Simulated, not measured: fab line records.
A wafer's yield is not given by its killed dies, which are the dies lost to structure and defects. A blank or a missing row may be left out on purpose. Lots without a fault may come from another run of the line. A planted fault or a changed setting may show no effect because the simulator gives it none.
Chamber matching -- flow berkeley cmos170 -- 4 sister chambers for UCB170_V2_CMP_02 on cmp-01
The step polishes SiO2. 8 wafers are shown with their chamber, then 7 later ones without.

## WAFERS WITH THEIR CHAMBER
wafer,chamber,motor current A (A)
L674.3,1,15.9
L674.6,0,14.0
L682.1,2,15.3
L682.3,3,18.2
L682.4,1,15.7
L685.1,3,18.4
L688.1,2,15.4
L688.3,0,14.7

## WAFERS MISSING THEIR CHAMBER
wafer,motor current A (A)
L688.6,17.8
L687.1,15.5
L687.3,13.7
L687.6,16.0
L690.1,15.7
L690.4,14.3
L690.5,15.5

## WHICH CHAMBER EACH ONE RAN IN
wafer,from the rows above,in truth
L688.6,3,3
L687.1,can't be placed: 2 or 1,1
L687.3,0,0
L687.6,can't be placed: 1 or 2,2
L690.1,can't be placed: 1 or 2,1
L690.4,0,0
L690.5,can't be placed: 2 or 1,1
Correct placement for 3 of the 7. Cannot be placed on the basis of these rows: 4; the candidates contain the true chamber in 4. Number placed wrongly: 0.
How it was worked out, from the rows above alone: a wafer's distance from a chamber is the root of the sum, over the readings, of the square of ((its reading less the chamber's mean) divided by the reading's scatter). The wafer belongs to the nearest chamber; if the next one is less than 2 further off, it can't be placed. A chamber's mean is the mean of its shown wafers. The scatter is the square root of a quotient: the sum, over the shown wafers, of each reading's squared deviation from its chamber's mean, divided by wafers minus chambers.
